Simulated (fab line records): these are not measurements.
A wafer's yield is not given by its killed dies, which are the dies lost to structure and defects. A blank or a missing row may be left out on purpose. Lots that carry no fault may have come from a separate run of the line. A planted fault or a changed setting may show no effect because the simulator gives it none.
Lot-split experiment || flow rit cmos || 5 lots, 23 wafers read, on a route of 202 steps

## ABOUT THE SPLIT
At RIT_M1_SPUTTER_00 (material Al, target thk 400 nm, time 500 s), the setting power w was moved away from the recipe's 2000 W on 7 of the 23 wafers read, by -7.1% to +11.7%. The other wafers ran this setting at the recipe's value.

## FROM SPLIT TO READING: 1 step shown by the file between the two
- RIT_M1_RS_MEAS_01: measures by four-point-probe

## THE READING
M1_AL_THK, in nm, at RIT_M1_THK_MEAS_02 (measures by xrf). A value of 396 nm with a standard deviation of 5.6 nm is what fault-free wafers of this fab line usually give.

{"wafer": "L077.1", "tool, chamber at the split": "pvd sputter-01, -", "power w as run, W": 1858, "against the recipe": "-7.1%", "M1_AL_THK, nm": 356, "against lot-mates on the recipe": -32}
{"wafer": "L077.2", "tool, chamber at the split": "pvd sputter-01, -", "power w as run, W": 2000, "against the recipe": "recipe", "M1_AL_THK, nm": 385, "against lot-mates on the recipe": "-"}
{"wafer": "L077.3", "tool, chamber at the split": "pvd sputter-01, -", "power w as run, W": 2000, "against the recipe": "recipe", "M1_AL_THK, nm": 391, "against lot-mates on the recipe": "-"}
{"wafer": "L077.5", "tool, chamber at the split": "pvd sputter-01, -", "power w as run, W": 1858, "against the recipe": "-7.1%", "M1_AL_THK, nm": 358, "against lot-mates on the recipe": -30}
{"wafer": "L077.6", "tool, chamber at the split": "pvd sputter-01, -", "power w as run, W": 1858, "against the recipe": "-7.1%", "M1_AL_THK, nm": 355, "against lot-mates on the recipe": -33}
{"wafer": "L078.1", "tool, chamber at the split": "pvd sputter-03, -", "power w as run, W": 2000, "against the recipe": "recipe", "M1_AL_THK, nm": 404, "against lot-mates on the recipe": "-"}
{"wafer": "L078.2", "tool, chamber at the split": "pvd sputter-03, -", "power w as run, W": 2000, "against the recipe": "recipe", "M1_AL_THK, nm": 399, "against lot-mates on the recipe": "-"}
{"wafer": "L078.3", "tool, chamber at the split": "pvd sputter-03, -", "power w as run, W": 2000, "against the recipe": "recipe", "M1_AL_THK, nm": 404, "against lot-mates on the recipe": "-"}
{"wafer": "L078.5", "tool, chamber at the split": "pvd sputter-03, -", "power w as run, W": 2000, "against the recipe": "recipe", "M1_AL_THK, nm": 401, "against lot-mates on the recipe": "-"}
{"wafer": "L078.6", "tool, chamber at the split": "pvd sputter-03, -", "power w as run, W": 2000, "against the recipe": "recipe", "M1_AL_THK, nm": 393, "against lot-mates on the recipe": "-"}
{"wafer": "L081.1", "tool, chamber at the split": "pvd sputter-03, -", "power w as run, W": 2092, "against the recipe": "+4.6%", "M1_AL_THK, nm": 411, "against lot-mates on the recipe": "+15"}
{"wafer": "L081.2", "tool, chamber at the split": "pvd sputter-03, -", "power w as run, W": 2000, "against the recipe": "recipe", "M1_AL_THK, nm": 393, "against lot-mates on the recipe": "-"}
{"wafer": "L081.3", "tool, chamber at the split": "pvd sputter-03, -", "power w as run, W": 2000, "against the recipe": "recipe", "M1_AL_THK, nm": 402, "against lot-mates on the recipe": "-"}
{"wafer": "L081.4", "tool, chamber at the split": "pvd sputter-03, -", "power w as run, W": 2092, "against the recipe": "+4.6%", "M1_AL_THK, nm": 413, "against lot-mates on the recipe": "+17"}
{"wafer": "L081.5", "tool, chamber at the split": "pvd sputter-03, -", "power w as run, W": 2000, "against the recipe": "recipe", "M1_AL_THK, nm": 394, "against lot-mates on the recipe": "-"}
{"wafer": "L083.1", "tool, chamber at the split": "pvd sputter-01, -", "power w as run, W": 2000, "against the recipe": "recipe", "M1_AL_THK, nm": 397, "against lot-mates on the recipe": "-"}
{"wafer": "L083.3", "tool, chamber at the split": "pvd sputter-01, -", "power w as run, W": 2000, "against the recipe": "recipe", "M1_AL_THK, nm": 394, "against lot-mates on the recipe": "-"}
{"wafer": "L083.4", "tool, chamber at the split": "pvd sputter-01, -", "power w as run, W": 2000, "against the recipe": "recipe", "M1_AL_THK, nm": 391, "against lot-mates on the recipe": "-"}
{"wafer": "L085.1", "tool, chamber at the split": "pvd sputter-03, -", "power w as run, W": 2233, "against the recipe": "+11.7%", "M1_AL_THK, nm": 434, "against lot-mates on the recipe": "+47"}
{"wafer": "L085.2", "tool, chamber at the split": "pvd sputter-03, -", "power w as run, W": 2000, "against the recipe": "recipe", "M1_AL_THK, nm": 385, "against lot-mates on the recipe": "-"}
{"wafer": "L085.3", "tool, chamber at the split": "pvd sputter-03, -", "power w as run, W": 2233, "against the recipe": "+11.7%", "M1_AL_THK, nm": 436, "against lot-mates on the recipe": "+49"}
{"wafer": "L085.4", "tool, chamber at the split": "pvd sputter-03, -", "power w as run, W": 2000, "against the recipe": "recipe", "M1_AL_THK, nm": 388, "against lot-mates on the recipe": "-"}
{"wafer": "L085.5", "tool, chamber at the split": "pvd sputter-03, -", "power w as run, W": 2000, "against the recipe": "recipe", "M1_AL_THK, nm": 388, "against lot-mates on the recipe": "-"}

THE FIT
A straight line over all 23 wafers: M1_AL_THK changes by +4.17 nm for each +1% of power w; r = +0.95; the points scatter about the line by 6.4 nm.
The same after taking each lot's own level away (the mean of its wafers on the recipe; 23 wafers): +4.18 nm for each +1%; r = +0.99; scatter 3.2 nm.
Per that fit: largest power w move, reading shift of 49 nm.
Across the lots, their own levels run from 387.0 to 400.2 nm, a range of 2.4 times the standard deviation given above.
The two slopes agree, so the slope changes little with the lot-to-lot level.
Check: +48.6 nm against its lot-mates is what the line predicts for one of the wafers moved furthest among these (+11.7%) when that wafer is left out of the fit. Against them it came out at +47 nm.

## ADDITIONAL SPLITS CARRIED BY THESE WAFERS
These wafers also went through other splits before the reading. Each is held against what the fit with the lots' levels taken away leaves over:
{"other split on the same wafers": "RIT_NWELL_IMPLANT_08 energy kev", "wafers away from the commonest value": 5, "r with M1_AL_THK (lot level and that fit taken away)": "+0.24"}
{"other split on the same wafers": "RIT_NRETRO_IMPLANT_08 dose cm2", "wafers away from the commonest value": 8, "r with M1_AL_THK (lot level and that fit taken away)": "+0.20"}
{"other split on the same wafers": "RIT_GATE_DEVELOP_15 develop time s", "wafers away from the commonest value": 9, "r with M1_AL_THK (lot level and that fit taken away)": "+0.06"}
{"other split on the same wafers": "RIT_PLDD_IMPLANT_08 energy kev", "wafers away from the commonest value": 5, "r with M1_AL_THK (lot level and that fit taken away)": "+0.06"}
{"other split on the same wafers": "RIT_NSD_IMPLANT_08 energy kev", "wafers away from the commonest value": 5, "r with M1_AL_THK (lot level and that fit taken away)": -0.23}
{"other split on the same wafers": "RIT_PSD_DEVELOP_05 dev temp c", "wafers away from the commonest value": 7, "r with M1_AL_THK (lot level and that fit taken away)": "+0.33"}
{"other split on the same wafers": "RIT_CONTACT_COAT_03 resist thk nm", "wafers away from the commonest value": 8, "r with M1_AL_THK (lot level and that fit taken away)": "+0.04"}

## THE WHOLE CHAIN: every reading that the file lists as answering this split, in the file's order
{"step": "RIT_M1_SPUTTER_00", "what it does": "material Al, target thk 400 nm, time 500 s", "reading": "Al_of_M1_SPUTTER_00.thk nm (the simulator's own value, which no gauge read)", "change (the file's fit)": "+4.21 nm for each +1% of the setting", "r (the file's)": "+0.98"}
{"step": "RIT_M1_RS_MEAS_01", "what it does": "measures by four-point-probe", "reading": "M1_AL_RS", "change (the file's fit)": "-0.000776 for each +1% of the setting", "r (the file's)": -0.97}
{"step": "RIT_M1_THK_MEAS_02", "what it does": "measures by xrf", "reading": "M1_AL_THK", "change (the file's fit)": "+4.13 for each +1% of the setting", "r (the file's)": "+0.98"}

## THE FILE'S OWN FIT
M1_AL_THK changes by +4.13 nm for each +1% of power w, r = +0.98.
